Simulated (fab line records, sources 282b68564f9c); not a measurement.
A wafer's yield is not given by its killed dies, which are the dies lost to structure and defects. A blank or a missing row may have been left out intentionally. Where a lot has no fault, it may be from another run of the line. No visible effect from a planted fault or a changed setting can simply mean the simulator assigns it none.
fab line records / flow rit_cmos
record: lots: 5 wafers: 15 last_day: 7
route steps=202 shown NWELL@30 PWELL@39 M1@202
lots that met no fault: from a run of the same line without faults
start_h: hours from the record's first day to the start of the lot's first wafer shown / wait_h: hours elapsed since this lot's preceding step / " repeats the value in the row above / L1.1+2: a single row standing in for several wafers / - no value, or no start was given / * or withheld: withheld / < > ~ a bound
route shown NAME@n: names a module that has steps shown in the file, with the first one's number in the route / usual: the fault-free wafers' mean and standard deviation / same: alike in all rows / chamber/n: place in a boat / sites: each site's reading / _std_site: the standard deviation of these / _edge_site: mean of outer sites minus mean of inner sites / radius_mm: for every site, how far away it sits from the centre of the wafer / mask NAME#n: copy n / behind: the last tool/chamber to shape the wafer / hold: why the lot went on hold/how many hours it stayed there/how the hold came to an end / device: the n, p or np transistor that did not switch / end of line: the tests these same wafers got at the end of their route / for a step that has no rows: nothing shown but its recipe / killed: not the wafer's yield, but the dies lost to structure and defects at the first sort / map: a wafer's dies, marking killed ones x, the rest . and places with no die _
set.NAME: setting as actually run; set.NAME@STEP: the setting as run at that earlier step / model.NAME: the simulator's own value behind a step, which no gauge read
lots at some steps of the route; a table a step, a row a wafer
services: from which hour (start_h, from the record's first day; less than 0 if before it) a tool's chamber was out of use, for how many hours, and why
== steps ==
step: RIT_NWELL_SOFTBAKE_02
recipe: resist: NOVOLAK temp_c: 90 time_s: 60
step: RIT_NWELL_EXPOSE_03
recipe: mask_id: M2 na: 0.57 target_cd_nm: 43900 dose_mj: 250
step: RIT_NWELL_PEB_04
recipe: resist: NOVOLAK temp_c: withheld time_s: withheld
step: RIT_NWELL_DEVELOP_05
recipe: resist: NOVOLAK develop_time_s: 68 dev_temp_c: 23
step: RIT_NWELL_OVL_MEAS_06
usual: NWELL_OVL: 0.1/1.1
lot.wafer=L476.2 tool=overlay-01 chamber=- start_h=38.08 wait_h=- NWELL_OVL[nm]=1.1
lot.wafer=L476.3 tool=overlay-01 chamber=- start_h=38.08 wait_h=- NWELL_OVL[nm]=2.5
lot.wafer=L476.5 tool=overlay-01 chamber=- start_h=38.08 wait_h=- NWELL_OVL[nm]=1.3
lot.wafer=L484.1 tool=overlay-01 chamber=- start_h=80.18 wait_h=- NWELL_OVL[nm]=-1.3
lot.wafer=L484.2 tool=overlay-01 chamber=- start_h=80.18 wait_h=- NWELL_OVL[nm]=-2.0
lot.wafer=L484.6 tool=overlay-01 chamber=- start_h=80.18 wait_h=- NWELL_OVL[nm]=-1.3
lot.wafer=L487.1 tool=overlay-01 chamber=- start_h=92.81 wait_h=- NWELL_OVL[nm]=0.0
lot.wafer=L487.5 tool=overlay-01 chamber=- start_h=92.81 wait_h=- NWELL_OVL[nm]=1.9
lot.wafer=L487.6 tool=overlay-01 chamber=- start_h=92.81 wait_h=- NWELL_OVL[nm]=0.7
lot.wafer=L495.2 tool=overlay-01 chamber=- start_h=131.41 wait_h=- NWELL_OVL[nm]=0.2
lot.wafer=L495.3 tool=overlay-01 chamber=- start_h=131.41 wait_h=- NWELL_OVL[nm]=0.2
lot.wafer=L495.4 tool=overlay-01 chamber=- start_h=131.41 wait_h=- NWELL_OVL[nm]=0.9
lot.wafer=L496.2 tool=overlay-02 chamber=- start_h=137.65 wait_h=- NWELL_OVL[nm]=2.1
lot.wafer=L496.4 tool=overlay-02 chamber=- start_h=137.65 wait_h=- NWELL_OVL[nm]=2.2
lot.wafer=L496.6 tool=overlay-02 chamber=- start_h=137.65 wait_h=- NWELL_OVL[nm]=2.3
step: RIT_NWELL_HARDBAKE_07
recipe: resist: NOVOLAK temp_c: 140 time_s: 120
step: RIT_NWELL_IMPLANT_08
recipe: species: P energy_kev: 170 dose_cm2: 5e+13 tilt_deg: 6.797
step: RIT_NWELL_STRIP_09
recipe: chemistry: O2 time_s: 180 resist: NOVOLAK platen_temp_c: withheld power_w: 500 pressure_mtorr: 4000 o2_flow_sccm: 4000
usual: drypump_motor_current_A: 5.5/0.55
lot.wafer=L476.2 tool=plasma_asher-03 chamber=0 start_h=38.51 wait_h=0.1 drypump_motor_current_A=6.3 rf_hours_counter_h=23
lot.wafer=L476.3 tool=plasma_asher-03 chamber=1 start_h=38.51 wait_h=0.1 drypump_motor_current_A=5.8 rf_hours_counter_h=-
lot.wafer=L476.5 tool=plasma_asher-03 chamber=1 start_h=38.51 wait_h=0.1 drypump_motor_current_A=5.8 rf_hours_counter_h=-
lot.wafer=L484.1 tool=plasma_asher-03 chamber=1 start_h=80.62 wait_h=0.1 drypump_motor_current_A=5.8 rf_hours_counter_h=28
lot.wafer=L484.2 tool=plasma_asher-03 chamber=0 start_h=80.62 wait_h=0.1 drypump_motor_current_A=6.3 rf_hours_counter_h=28
lot.wafer=L484.6 tool=plasma_asher-03 chamber=1 start_h=80.62 wait_h=0.1 drypump_motor_current_A=5.9 rf_hours_counter_h=-
lot.wafer=L487.1 tool=plasma_asher-01 chamber=0 start_h=93.25 wait_h=0.1 drypump_motor_current_A=4.9 rf_hours_counter_h=46
lot.wafer=L487.5 tool=plasma_asher-01 chamber=0 start_h=93.25 wait_h=0.1 drypump_motor_current_A=4.9 rf_hours_counter_h=-
lot.wafer=L487.6 tool=plasma_asher-01 chamber=1 start_h=93.25 wait_h=0.1 drypump_motor_current_A=5.0 rf_hours_counter_h=-
lot.wafer=L495.2 tool=plasma_asher-03 chamber=0 start_h=131.84 wait_h=0.1 drypump_motor_current_A=6.3 rf_hours_counter_h=33
lot.wafer=L495.3 tool=plasma_asher-03 chamber=0 start_h=131.84 wait_h=0.1 drypump_motor_current_A=6.3 rf_hours_counter_h=-
lot.wafer=L495.4 tool=plasma_asher-03 chamber=1 start_h=131.84 wait_h=0.1 drypump_motor_current_A=5.8 rf_hours_counter_h=-
lot.wafer=L496.2 tool=plasma_asher-01 chamber=1 start_h=138.08 wait_h=0.1 drypump_motor_current_A=5.0 rf_hours_counter_h=2
lot.wafer=L496.4 tool=plasma_asher-01 chamber=1 start_h=138.08 wait_h=0.1 drypump_motor_current_A=5.0 rf_hours_counter_h=-
lot.wafer=L496.6 tool=plasma_asher-01 chamber=0 start_h=138.08 wait_h=0.1 drypump_motor_current_A=5.0 rf_hours_counter_h=-
step: RIT_NWELL_TW_MEAS_10
usual: NWELL_TW: 2153/12
lot.wafer=L476.2 tool=film_metro-04 chamber=- start_h=38.70 wait_h=0.1 NWELL_TW=2137
lot.wafer=L476.3 tool=film_metro-04 chamber=- start_h=38.70 wait_h=0.1 NWELL_TW=2160
lot.wafer=L476.5 tool=film_metro-04 chamber=- start_h=38.70 wait_h=0.1 NWELL_TW=2154
lot.wafer=L484.1 tool=film_metro-04 chamber=- start_h=80.79 wait_h=0.1 NWELL_TW=2165
lot.wafer=L484.2 tool=film_metro-04 chamber=- start_h=80.79 wait_h=0.1 NWELL_TW=2169
lot.wafer=L484.6 tool=film_metro-04 chamber=- start_h=80.79 wait_h=0.1 NWELL_TW=2164
lot.wafer=L487.1 tool=film_metro-03 chamber=- start_h=93.42 wait_h=0.1 NWELL_TW=2155
lot.wafer=L487.5 tool=film_metro-03 chamber=- start_h=93.42 wait_h=0.1 NWELL_TW=2154
lot.wafer=L487.6 tool=film_metro-03 chamber=- start_h=93.42 wait_h=0.1 NWELL_TW=2166
lot.wafer=L495.2 tool=film_metro-03 chamber=- start_h=132.03 wait_h=0.1 NWELL_TW=2156
lot.wafer=L495.3 tool=film_metro-03 chamber=- start_h=132.03 wait_h=0.1 NWELL_TW=2149
lot.wafer=L495.4 tool=film_metro-03 chamber=- start_h=132.03 wait_h=0.1 NWELL_TW=2161
lot.wafer=L496.2 tool=film_metro-04 chamber=- start_h=138.27 wait_h=0.1 NWELL_TW=2160
lot.wafer=L496.4 tool=film_metro-04 chamber=- start_h=138.27 wait_h=0.1 NWELL_TW=2160
lot.wafer=L496.6 tool=film_metro-04 chamber=- start_h=138.27 wait_h=0.1 NWELL_TW=2168
step: RIT_PWELL_HMDS_00
recipe: prime_time_s: 60 prime_temp_c: 140
step: RIT_PWELL_COAT_01
recipe: resist: NOVOLAK spin_rpm: 2000 resist_thk_nm: 1300
step: RIT_PWELL_SOFTBAKE_02
recipe: resist: NOVOLAK temp_c: 90 time_s: 61.68
usual: plate_sensor_t_centre_C: 90.969/0.01 plate_sensor_t_edge_C: 91.021/0.011
lot.wafer=L476.2 tool=litho_track-04 chamber=0 start_h=39.07 wait_h=0.1 plate_sensor_t_centre_C=90.973 plate_sensor_t_edge_C=91.024
lot.wafer=L476.3 tool=litho_track-04 chamber=0 start_h=39.07 wait_h=0.1 plate_sensor_t_centre_C=90.959 plate_sensor_t_edge_C=91.030
lot.wafer=L476.5 tool=litho_track-04 chamber=0 start_h=39.07 wait_h=0.1 plate_sensor_t_centre_C=90.959 plate_sensor_t_edge_C=91.028
lot.wafer=L484.1 tool=litho_track-01 chamber=0 start_h=81.15 wait_h=0.1 plate_sensor_t_centre_C=90.967 plate_sensor_t_edge_C=91.038
lot.wafer=L484.2 tool=litho_track-01 chamber=0 start_h=81.15 wait_h=0.1 plate_sensor_t_centre_C=90.957 plate_sensor_t_edge_C=91.017
lot.wafer=L484.6 tool=litho_track-01 chamber=0 start_h=81.15 wait_h=0.1 plate_sensor_t_centre_C=90.961 plate_sensor_t_edge_C=91.021
lot.wafer=L487.1 tool=litho_track-01 chamber=0 start_h=93.78 wait_h=0.1 plate_sensor_t_centre_C=90.962 plate_sensor_t_edge_C=91.029
lot.wafer=L487.5 tool=litho_track-01 chamber=0 start_h=93.78 wait_h=0.1 plate_sensor_t_centre_C=90.969 plate_sensor_t_edge_C=91.027
lot.wafer=L487.6 tool=litho_track-01 chamber=0 start_h=93.78 wait_h=0.1 plate_sensor_t_centre_C=90.981 plate_sensor_t_edge_C=91.019
lot.wafer=L495.2 tool=litho_track-03 chamber=0 start_h=132.44 wait_h=0.1 plate_sensor_t_centre_C=90.960 plate_sensor_t_edge_C=91.024
lot.wafer=L495.3 tool=litho_track-03 chamber=0 start_h=132.44 wait_h=0.1 plate_sensor_t_centre_C=90.981 plate_sensor_t_edge_C=91.028
lot.wafer=L495.4 tool=litho_track-03 chamber=0 start_h=132.44 wait_h=0.1 plate_sensor_t_centre_C=90.960 plate_sensor_t_edge_C=91.024
lot.wafer=L496.2 tool=litho_track-04 chamber=0 start_h=138.64 wait_h=0.1 plate_sensor_t_centre_C=90.967 plate_sensor_t_edge_C=91.029
lot.wafer=L496.4 tool=litho_track-04 chamber=0 start_h=138.64 wait_h=0.1 plate_sensor_t_centre_C=90.953 plate_sensor_t_edge_C=91.008
lot.wafer=L496.6 tool=litho_track-04 chamber=0 start_h=138.64 wait_h=0.1 plate_sensor_t_centre_C=90.966 plate_sensor_t_edge_C=91.040
step: RIT_PWELL_EXPOSE_03
recipe: mask_id: M3 na: 0.57 target_cd_nm: 43700 dose_mj: 250
lot.wafer=L476.2+3+5 tool=iline_stepper-01 chamber=0 start_h=39.22 wait_h=0.1 mask=M3#0
lot.wafer=L484.1+2+6 tool=iline_stepper-02 chamber=0 start_h=81.43 wait_h=0.2 mask=M3#0
lot.wafer=L487.1+5+6 tool=iline_stepper-02 chamber=0 start_h=93.93 wait_h=0.1 mask=M3_R1#0
lot.wafer=L495.2+3+4 tool=iline_stepper-02 chamber=0 start_h=132.71 wait_h=0.2 mask=M3#0
lot.wafer=L496.2+4+6 tool=iline_stepper-01 chamber=0 start_h=138.91 wait_h=0.2 mask=M3#0
step: RIT_PWELL_PEB_04
recipe: resist: NOVOLAK temp_c: withheld time_s: withheld
step: RIT_M1_PROBE_99
usual: killed_at_front_end: 7/3.4 killed_dies: 7/3.4 killed_open: 3.4/2 killed_short: 3.6/2.1
same: gross_dies: 264 killed_at_M0_to_M3: 0 killed_at_M4_up: 0 killed_at_back_side: 0 killed_at_contacts: 0 killed_at_other: 0
lot.wafer=L476.2 tool=prober-01 chamber=- start_h=77.52 wait_h=0.1 killed_at_front_end=6 killed_dies=6 killed_open=0 killed_short=6 model.etest.well_edge_left.line_ohm_um=184.7 model.etest.well_edge_right.line_ohm_um=185.2
lot.wafer=L476.3 tool=prober-01 chamber=- start_h=77.57 wait_h=0.2 killed_at_front_end=6 killed_dies=6 killed_open=3 killed_short=3 model.etest.well_edge_left.line_ohm_um=185.1 model.etest.well_edge_right.line_ohm_um=183.9
lot.wafer=L476.5 tool=prober-01 chamber=- start_h=77.67 wait_h=0.2 killed_at_front_end=12 killed_dies=12 killed_open=6 killed_short=6 model.etest.well_edge_left.line_ohm_um=183.4 model.etest.well_edge_right.line_ohm_um=181.2
lot.wafer=L484.1 tool=prober-01 chamber=- start_h=122.84 wait_h=0.1 killed_at_front_end=12 killed_dies=12 killed_open=4 killed_short=8 model.etest.well_edge_left.line_ohm_um=183.7 model.etest.well_edge_right.line_ohm_um=184.3
lot.wafer=L484.2 tool=prober-01 chamber=- start_h=122.89 wait_h=0.1 killed_at_front_end=10 killed_dies=10 killed_open=4 killed_short=6 model.etest.well_edge_left.line_ohm_um=186.5 model.etest.well_edge_right.line_ohm_um=184.2
lot.wafer=L484.6 tool=prober-01 chamber=- start_h=123.09 wait_h=0.2 killed_at_front_end=10 killed_dies=10 killed_open=3 killed_short=7 model.etest.well_edge_left.line_ohm_um=183.9 model.etest.well_edge_right.line_ohm_um=185.9
lot.wafer=L487.1 tool=prober-01 chamber=- start_h=135.38 wait_h=0.1 killed_at_front_end=3 killed_dies=3 killed_open=2 killed_short=1 model.etest.well_edge_left.line_ohm_um=188.3 model.etest.well_edge_right.line_ohm_um=187.4
lot.wafer=L487.5 tool=prober-01 chamber=- start_h=135.58 wait_h=0.2 killed_at_front_end=6 killed_dies=6 killed_open=4 killed_short=2 model.etest.well_edge_left.line_ohm_um=187.6 model.etest.well_edge_right.line_ohm_um=186.9
lot.wafer=L487.6 tool=prober-01 chamber=- start_h=135.63 wait_h=0.2 killed_at_front_end=8 killed_dies=8 killed_open=4 killed_short=4 model.etest.well_edge_left.line_ohm_um=188.8 model.etest.well_edge_right.line_ohm_um=187.3
lot.wafer=L495.2 tool=prober-02 chamber=- start_h=170.04 wait_h=0.1 killed_at_front_end=14 killed_dies=14 killed_open=6 killed_short=8 model.etest.well_edge_left.line_ohm_um=184.7 model.etest.well_edge_right.line_ohm_um=183.2
lot.wafer=L495.3 tool=prober-02 chamber=- start_h=170.09 wait_h=0.2 killed_at_front_end=8 killed_dies=8 killed_open=3 killed_short=5 model.etest.well_edge_left.line_ohm_um=182.2 model.etest.well_edge_right.line_ohm_um=182.8
lot.wafer=L495.4 tool=prober-02 chamber=- start_h=170.14 wait_h=0.2 killed_at_front_end=5 killed_dies=5 killed_open=2 killed_short=3 model.etest.well_edge_left.line_ohm_um=183 model.etest.well_edge_right.line_ohm_um=183.3
lot.wafer=L496.2 tool=prober-01 chamber=- start_h=177.81 wait_h=0.1 killed_at_front_end=5 killed_dies=5 killed_open=3 killed_short=2 model.etest.well_edge_left.line_ohm_um=185.4 model.etest.well_edge_right.line_ohm_um=183.2
lot.wafer=L496.4 tool=prober-01 chamber=- start_h=177.91 wait_h=0.2 killed_at_front_end=5 killed_dies=5 killed_open=1 killed_short=4 model.etest.well_edge_left.line_ohm_um=180.1 model.etest.well_edge_right.line_ohm_um=180.5
lot.wafer=L496.6 tool=prober-01 chamber=- start_h=178.01 wait_h=0.2 killed_at_front_end=5 killed_dies=5 killed_open=4 killed_short=1 model.etest.well_edge_left.line_ohm_um=183.3 model.etest.well_edge_right.line_ohm_um=182.3
killed by level:class
L476.2 FOX1:geometric_particle:short=4 FOX2:geometric_particle:short=2
L476.3 GATE:geometric_particle:short=2 FOX2:geometric_particle:open=1 FOX2:geometric_particle:short=1 GATE:geometric_particle:open=1 SPACER:geometric_particle:open=1
L476.5 GATE:geometric_particle:open=4 SILICIDE:geometric_particle:short=4 GATE:geometric_particle:short=2 FOX2:geometric_particle:open=1 SILICIDE:geometric_particle:open=1
L484.1 SPACER:geometric_particle:short=4 GATE:geometric_particle:short=2 GATE:geometric_particle:open=2 SILICIDE:geometric_particle:short=2 FOX1:geometric_particle:open=1 STARTING-WAFER:geometric_particle:open=1
L484.2 SPACER:geometric_particle:short=3 REOX:geometric_particle:open=2 REOX:geometric_particle:short=2 FOX2:geometric_particle:open=1 GATE:geometric_particle:open=1 GATE:geometric_particle:short=1
L484.6 GATE:geometric_particle:short=3 GATE:geometric_particle:open=2 SPACER:geometric_particle:short=2 REOX:geometric_particle:short=1 SILICIDE:geometric_particle:open=1 SILICIDE:geometric_particle:short=1
L487.1 GATE:geometric_particle:open=1 SPACER:geometric_particle:short=1 SILICIDE:geometric_particle:open=1
L487.5 FOX1:geometric_particle:open=2 SPACER:geometric_particle:short=2 SPACER:geometric_particle:open=1 SILICIDE:geometric_particle:open=1
L487.6 FOX1:geometric_particle:open=2 GATE:geometric_particle:short=2 FOX1:geometric_particle:short=1 GATE:geometric_particle:open=1 REOX:geometric_particle:short=1 REOX:geometric_particle:open=1
L495.2 GATE:geometric_particle:short=3 SPACER:geometric_particle:open=3 GATE:geometric_particle:open=2 REOX:geometric_particle:short=2 FOX1:geometric_particle:short=1 FOX1:geometric_particle:open=1 FOX2:geometric_particle:short=1 SILICIDE:geometric_particle:short=1
L495.3 SPACER:geometric_particle:short=3 GATE:geometric_particle:open=2 GATE:geometric_particle:short=2 REOX:geometric_particle:open=1
L495.4 FOX2:geometric_particle:short=1 FOX2:geometric_particle:open=1 GATE:geometric_particle:open=1 GATE:geometric_particle:short=1 SPACER:geometric_particle:short=1
L496.2 GATE:geometric_particle:short=2 GATE:geometric_particle:open=1 SPACER:geometric_particle:open=1 SILICIDE:geometric_particle:open=1
L496.4 GATE:geometric_particle:short=2 FOX1:geometric_particle:short=1 GATE:geometric_particle:open=1 SPACER:geometric_particle:short=1
L496.6 GATE:geometric_particle:open=2 FOX1:geometric_particle:open=1 FOX2:geometric_particle:short=1 SPACER:geometric_particle:open=1
== services ==
tool=plasma_asher-01 chamber=- start_h=16.35 hours=1.0 kind=repair
tool=iline_stepper-02 chamber=- start_h=38.69 hours=1.7 kind=pm
tool=plasma_asher-01 chamber=- start_h=40.16 hours=3.9 kind=repair
tool=iline_stepper-01 chamber=- start_h=75.68 hours=17.6 kind=repair
tool=iline_stepper-02 chamber=- start_h=87.65 hours=1.0 kind=repair
tool=iline_stepper-01 chamber=- start_h=99.59 hours=12.5 kind=repair
tool=plasma_asher-03 chamber=- start_h=101.48 hours=7.2 kind=repair
tool=plasma_asher-01 chamber=- start_h=108.75 hours=9.0 kind=pm
tool=plasma_asher-01 chamber=0 start_h=108.75 hours=9.0 kind=vent_cycle
tool=plasma_asher-01 chamber=1 start_h=108.75 hours=9.0 kind=vent_cycle
tool=plasma_asher-01 chamber=0 start_h=117.75 hours=- kind=clean
tool=plasma_asher-01 chamber=1 start_h=117.75 hours=- kind=clean
tool=iline_stepper-02 chamber=- start_h=126.92 hours=3.2 kind=repair
tool=iline_stepper-02 chamber=- start_h=135.21 hours=9.5 kind=repair
== key ==
first_sign: step: RIT_PWELL_EXPOSE_03 reading: mask direction: changed
effect none on later readings
model_effect: step: RIT_M1_PROBE_99 value: etest.well_edge_left.line_ohm_um without: 182.5 struck: 188.3
met_at RIT_PWELL_EXPOSE_03
struck_wafers L487.1,L487.5,L487.6
tester_left_out L487
onset_between 81.43 93.93
fault: kind: wrong_mask tool: any chamber: - onset_h: 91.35 steps: RIT_PWELL_EXPOSE_03 aux_copy: M3_R1#0 cd_offset_nm: 150 scope: struck_lots_only
tester_left_out: of these lots the tester's yield and bins aren't shown, on N5 and GAA mostly nor the transistor test; their killed dies are dies lost to structure and defects alone, not to doping, threshold or leakage, so they don't give the yield
